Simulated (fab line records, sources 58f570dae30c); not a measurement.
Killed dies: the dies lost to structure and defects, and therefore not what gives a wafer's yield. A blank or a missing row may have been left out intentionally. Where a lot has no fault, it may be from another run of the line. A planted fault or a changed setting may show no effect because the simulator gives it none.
Which tool did it? :: flow berkeley_cmos170 :: 42 wafers from 14 lots sampled at 6 of the route's 331 steps

## WHAT THE GAUGES READ, wafer by wafer
UCB170_NWELL_TW_MEAS_16.
lot: L859
measured: day 2 04:59
on: film_metro-02
NWELL_TW: 1214 1217 1224

lot: L860
measured: day 2 12:56
on: film_metro-04
NWELL_TW: 1263 1252 1257

lot: L861
measured: day 2 21:05
on: film_metro-01
NWELL_TW: 1257 1246 1248

lot: L863
measured: day 3 07:07
on: film_metro-04
NWELL_TW: 1245 1250 1251

lot: L862
measured: day 3 07:13
on: film_metro-01
NWELL_TW: 1244 1244 1246

lot: L868
measured: day 4 13:12
on: film_metro-04
NWELL_TW: 1260 1256 1256

lot: L869
measured: day 4 13:36
on: film_metro-04
NWELL_TW: 1265 1262 1264

lot: L871
measured: day 4 21:01
on: film_metro-04
NWELL_TW: 1260 1252 1255

lot: L870
measured: day 4 21:10
on: film_metro-02
NWELL_TW: 1239 1234 1233

lot: L872
measured: day 5 05:08
on: film_metro-04
NWELL_TW: 1251 1245 1244

lot: L873
measured: day 5 12:37
on: film_metro-02
NWELL_TW: 1228 1232 1230

lot: L878
measured: day 6 16:36
on: film_metro-02
NWELL_TW: 1227 1230 1229

lot: L879
measured: day 6 20:54
on: film_metro-04
NWELL_TW: 1243 1239 1248

lot: L881
measured: day 7 06:46
on: film_metro-01
NWELL_TW: 1243 1249 1243

UCB170_FIELD_THK_MEAS_91.
lot: L859
measured: day 5 10:04
on: film_metro-03
FIELD_OXIDE_LEFT_2_THK (nm): 354 360 355

lot: L860
measured: day 5 22:58
on: film_metro-01
FIELD_OXIDE_LEFT_2_THK (nm): 362 348 367

lot: L861
measured: day 6 07:43
on: film_metro-04
FIELD_OXIDE_LEFT_2_THK (nm): 364 359 362

lot: L863
measured: day 6 15:58
on: film_metro-01
FIELD_OXIDE_LEFT_2_THK (nm): 346 345 352

lot: L862
measured: day 6 16:14
on: film_metro-03
FIELD_OXIDE_LEFT_2_THK (nm): 353 369 371

lot: L868
measured: day 8 01:42
on: film_metro-03
FIELD_OXIDE_LEFT_2_THK (nm): 353 355 367

lot: L869
measured: day 8 02:09
on: film_metro-03
FIELD_OXIDE_LEFT_2_THK (nm): 351 350 353

lot: L871
measured: day 8 08:13
on: film_metro-01
FIELD_OXIDE_LEFT_2_THK (nm): 359 371 353

lot: L870
measured: day 8 08:43
on: film_metro-03
FIELD_OXIDE_LEFT_2_THK (nm): 346 346 338

lot: L872
measured: day 8 23:31
on: film_metro-03
FIELD_OXIDE_LEFT_2_THK (nm): 344 347 346

lot: L873
measured: day 9 00:02
on: film_metro-04
FIELD_OXIDE_LEFT_2_THK (nm): 353 358 352

lot: L878
measured: day 10 03:15
on: film_metro-03
FIELD_OXIDE_LEFT_2_THK (nm): 374 377 377

lot: L879
measured: day 10 03:16
on: film_metro-01
FIELD_OXIDE_LEFT_2_THK (nm): 350 356 351

lot: L881
measured: day 10 20:40
on: film_metro-01
FIELD_OXIDE_LEFT_2_THK (nm): 358 352 362

UCB170_NLDD_TW_MEAS_11.
lot: L859
measured: day 6 05:07
on: film_metro-02
NLDD_TW: 2180 2180 2189

lot: L860
measured: day 6 15:24
on: film_metro-03
NLDD_TW: 2239 2231 2233

lot: L861
measured: day 7 03:47
on: film_metro-01
NLDD_TW: 2215 2206 2215

lot: L863
measured: day 7 09:59
on: film_metro-02
NLDD_TW: 2174 2182 2187

lot: L862
measured: day 7 09:47
on: film_metro-01
NLDD_TW: 2202 2205 2208

lot: L868
measured: day 8 17:50
on: film_metro-02
NLDD_TW: 2183 2185 2181

lot: L869
measured: day 8 17:32
on: film_metro-01
NLDD_TW: 2217 2217 2214

lot: L871
measured: day 9 01:05
on: film_metro-02
NLDD_TW: 2194 2185 2188

lot: L870
measured: day 9 01:49
on: film_metro-02
NLDD_TW: 2179 2185 2180

lot: L872
measured: day 9 16:14
on: film_metro-03
NLDD_TW: 2219 2222 2228

lot: L873
measured: day 9 16:46
on: film_metro-03
NLDD_TW: 2222 2220 2227

lot: L878
measured: day 10 17:04
on: film_metro-03
NLDD_TW: 2268 2258 2274

lot: L879
measured: day 10 16:43
on: film_metro-01
NLDD_TW: 2197 2191 2198

lot: L881
measured: day 11 14:47
on: film_metro-02
NLDD_TW: 2231 2240 2247

UCB170_SDANNEAL_RS_MEAS_05: the measuring method here is four-point-probe.
lot: L859
measured: day 6 14:01
on: film_metro-03
NLDD_RS (ohm/sq): 617.3 617.1 618.0

lot: L860
measured: day 7 04:08
on: film_metro-02
NLDD_RS (ohm/sq): 614.8 614.2 617.1

lot: L861
measured: day 7 14:41
on: film_metro-01
NLDD_RS (ohm/sq): 617.2 616.5 614.3

lot: L863
measured: day 7 23:25
on: film_metro-01
NLDD_RS (ohm/sq): 616.8 615.5 616.3

lot: L862
measured: day 7 23:23
on: film_metro-02
NLDD_RS (ohm/sq): 616.3 616.3 614.3

lot: L868
measured: day 9 03:59
on: film_metro-01
NLDD_RS (ohm/sq): 618.4 617.5 618.7

lot: L869
measured: day 9 04:19
on: film_metro-03
NLDD_RS (ohm/sq): 617.9 616.6 617.0

lot: L871
measured: day 9 13:21
on: film_metro-01
NLDD_RS (ohm/sq): 616.2 616.5 615.4

lot: L870
measured: day 9 13:22
on: film_metro-02
NLDD_RS (ohm/sq): 617.9 614.1 618.1

lot: L872
measured: day 10 06:32
on: film_metro-01
NLDD_RS (ohm/sq): 615.6 615.5 615.4

lot: L873
measured: day 10 07:12
on: film_metro-02
NLDD_RS (ohm/sq): 617.4 616.4 616.4

lot: L878
measured: day 11 05:37
on: film_metro-02
NLDD_RS (ohm/sq): 578.0 579.4 579.6

lot: L879
measured: day 11 03:08
on: film_metro-02
NLDD_RS (ohm/sq): 614.2 616.7 616.5

lot: L881
measured: day 12 01:34
on: film_metro-02
NLDD_RS (ohm/sq): 581.0 581.3 579.9

## EACH LOT AND THE TOOL THAT RAN IT (in order: tool; ch and the chambers of the sampled wafers; start)
lot: L859
UCB170_NLDD_IMPLANT_08: implanter-02 ch 0, day 6 04:43
UCB170_BACKSIDE_STRIP_03: plasma_asher-03 ch 0,1, day 6 13:16

lot: L860
UCB170_NLDD_IMPLANT_08: implanter-02 ch 0, day 6 15:02
UCB170_BACKSIDE_STRIP_03: plasma_asher-04 ch 0,1, day 7 03:22

lot: L861
UCB170_NLDD_IMPLANT_08: implanter-04 ch 0, day 7 03:25
UCB170_BACKSIDE_STRIP_03: plasma_asher-03 ch 0,1, day 7 13:52

lot: L863
UCB170_NLDD_IMPLANT_08: implanter-04 ch 0, day 7 09:37
UCB170_BACKSIDE_STRIP_03: plasma_asher-04 ch 0,1, day 7 19:27

lot: L862
UCB170_NLDD_IMPLANT_08: implanter-01 ch 0, day 7 09:24
UCB170_BACKSIDE_STRIP_03: plasma_asher-03 ch 0,1, day 7 19:41

lot: L868
UCB170_NLDD_IMPLANT_08: implanter-02 ch 0, day 8 17:28
UCB170_BACKSIDE_STRIP_03: plasma_asher-04 ch 0,1, day 9 03:13

lot: L869
UCB170_NLDD_IMPLANT_08: implanter-01 ch 0, day 8 17:10
UCB170_BACKSIDE_STRIP_03: plasma_asher-03 ch 0,1, day 9 03:31

lot: L871
UCB170_NLDD_IMPLANT_08: implanter-01 ch 0, day 9 00:41
UCB170_BACKSIDE_STRIP_03: plasma_asher-02 ch 0,1, day 9 12:31

lot: L870
UCB170_NLDD_IMPLANT_08: implanter-02 ch 0, day 9 01:26
UCB170_BACKSIDE_STRIP_03: plasma_asher-04 ch 0, day 9 12:31

lot: L872
UCB170_NLDD_IMPLANT_08: implanter-02 ch 0, day 9 15:50
UCB170_BACKSIDE_STRIP_03: plasma_asher-02 ch 0,1, day 10 05:45

lot: L873
UCB170_NLDD_IMPLANT_08: implanter-04 ch 0, day 9 16:22
UCB170_BACKSIDE_STRIP_03: plasma_asher-02 ch 0,1, day 10 06:17

lot: L878
UCB170_NLDD_IMPLANT_08: implanter-01 ch 0, day 10 16:40
UCB170_BACKSIDE_STRIP_03: plasma_asher-04 ch 0,1, day 11 03:20

lot: L879
UCB170_NLDD_IMPLANT_08: implanter-01 ch 0, day 10 16:20
UCB170_BACKSIDE_STRIP_03: plasma_asher-03 ch 0,1, day 11 02:02

lot: L881
UCB170_NLDD_IMPLANT_08: implanter-01 ch 0, day 11 14:23
UCB170_BACKSIDE_STRIP_03: plasma_asher-04 ch 0,1, day 11 23:56
- UCB170_NLDD_IMPLANT_08
- UCB170_BACKSIDE_STRIP_03: strips in O2.

## AS READ BY THE TOOLS THEMSELVES (means over the sampled wafers that have a number; for cases with no such wafer, the mark the record gives instead)
UCB170_NLDD_IMPLANT_08.
lot: L859
tool: implanter-02
dose_ions_cm2: 5e+13
faraday_current_uA: 156

lot: L860
tool: implanter-02
dose_ions_cm2: 5e+13
faraday_current_uA: 157

lot: L861
tool: implanter-04
dose_ions_cm2: 5e+13
faraday_current_uA: 156

lot: L863
tool: implanter-04
dose_ions_cm2: 5e+13
faraday_current_uA: 156

lot: L862
tool: implanter-01
dose_ions_cm2: 5e+13
faraday_current_uA: 158

lot: L868
tool: implanter-02
dose_ions_cm2: 5e+13
faraday_current_uA: 164

lot: L869
tool: implanter-01
dose_ions_cm2: 5e+13
faraday_current_uA: 160

lot: L871
tool: implanter-01
dose_ions_cm2: 5e+13
faraday_current_uA: 159

lot: L870
tool: implanter-02
dose_ions_cm2: 5e+13
faraday_current_uA: 155

lot: L872
tool: implanter-02
dose_ions_cm2: 5e+13
faraday_current_uA: 156

lot: L873
tool: implanter-04
dose_ions_cm2: 5e+13
faraday_current_uA: 157

lot: L878
tool: implanter-01
dose_ions_cm2: 6e+13
faraday_current_uA: 189

lot: L879
tool: implanter-01
dose_ions_cm2: 5e+13
faraday_current_uA: 158

lot: L881
tool: implanter-01
dose_ions_cm2: 6e+13
faraday_current_uA: 189

UCB170_BACKSIDE_STRIP_03.
lot: L859
tool: plasma_asher-03
drypump_motor_current_A (A): 5.3
oes_product_au (a.u.): 0.732
strip_time_to_endpoint_s (s): 22.09

lot: L860
tool: plasma_asher-04
drypump_motor_current_A (A): 6.5
oes_product_au (a.u.): 0.735
strip_time_to_endpoint_s (s): 22.03

lot: L861
tool: plasma_asher-03
drypump_motor_current_A (A): 5.3
oes_product_au (a.u.): 0.738
strip_time_to_endpoint_s (s): 22.02

lot: L863
tool: plasma_asher-04
drypump_motor_current_A (A): 6.5
oes_product_au (a.u.): 0.735
strip_time_to_endpoint_s (s): 21.96

lot: L862
tool: plasma_asher-03
drypump_motor_current_A (A): 5.5
oes_product_au (a.u.): 0.732
strip_time_to_endpoint_s (s): 22.02

lot: L868
tool: plasma_asher-04
drypump_motor_current_A (A): 6.5
oes_product_au (a.u.): 0.732
strip_time_to_endpoint_s (s): 21.93

lot: L869
tool: plasma_asher-03
drypump_motor_current_A (A): 5.5
oes_product_au (a.u.): 0.734
strip_time_to_endpoint_s (s): 21.99

lot: L871
tool: plasma_asher-02
drypump_motor_current_A (A): 5.8
oes_product_au (a.u.): 0.735
strip_time_to_endpoint_s (s): 21.99

lot: L870
tool: plasma_asher-04
drypump_motor_current_A (A): 6.6
oes_product_au (a.u.): 0.733
strip_time_to_endpoint_s (s): 21.95

lot: L872
tool: plasma_asher-02
drypump_motor_current_A (A): 5.9
oes_product_au (a.u.): 0.737
strip_time_to_endpoint_s (s): 22.11

lot: L873
tool: plasma_asher-02
drypump_motor_current_A (A): 6.1
oes_product_au (a.u.): 0.736
strip_time_to_endpoint_s (s): 22.00

lot: L878
tool: plasma_asher-04
drypump_motor_current_A (A): 6.6
oes_product_au (a.u.): 0.730
strip_time_to_endpoint_s (s): 22.03

lot: L879
tool: plasma_asher-03
drypump_motor_current_A (A): 5.5
oes_product_au (a.u.): 0.739
strip_time_to_endpoint_s (s): 22.06

lot: L881
tool: plasma_asher-04
drypump_motor_current_A (A): 6.6
oes_product_au (a.u.): 0.735
strip_time_to_endpoint_s (s): 21.96

## THE ANSWER, worked out from the rows above alone
Rule: the lots themselves supply what counts as usual. Put in order of their means at a reading, lots are off if they are a third of the lots or fewer, leave a main group of 4 or more, and stand apart from it by a gap of 3 or more times the standard deviation of the main group's means; of several such gaps the widest counts. A main group is skipped when, at the precision printed for the reading in the tables above, its means are all equal. Also off: a lot with no number at a reading for which 4 or more lots have one. All remaining lots with rows at the step are treated as sound. The gauges are gone through in route order, then the tools' own readings, and for those a lot's mean is taken as printed above. The first step at which some lot is off is used, and at that step the reading that is off furthest; a lot without a number counts as furthest.
Off: at UCB170_SDANNEAL_RS_MEAS_05 (NLDD_RS), L878, L881. Main group: mean 616.4 ohm/sq, sd 0.83.
If a tool, at a process step before that reading, ran all the lots that are off and no sound lot after the first of them, it fits. The gauges at UCB170_SDANNEAL_RS_MEAS_05 aren't tried: what is off there is off at UCB170_NLDD_IMPLANT_08 too, on other tools, and a gauge's error can't cause that. Undecided on this evidence; 2 tools fit (implanter-01 at UCB170_NLDD_IMPLANT_08, plasma_asher-04 at UCB170_BACKSIDE_STRIP_03).

## WHAT HAD BEEN PUT IN BY THE SIMULATOR
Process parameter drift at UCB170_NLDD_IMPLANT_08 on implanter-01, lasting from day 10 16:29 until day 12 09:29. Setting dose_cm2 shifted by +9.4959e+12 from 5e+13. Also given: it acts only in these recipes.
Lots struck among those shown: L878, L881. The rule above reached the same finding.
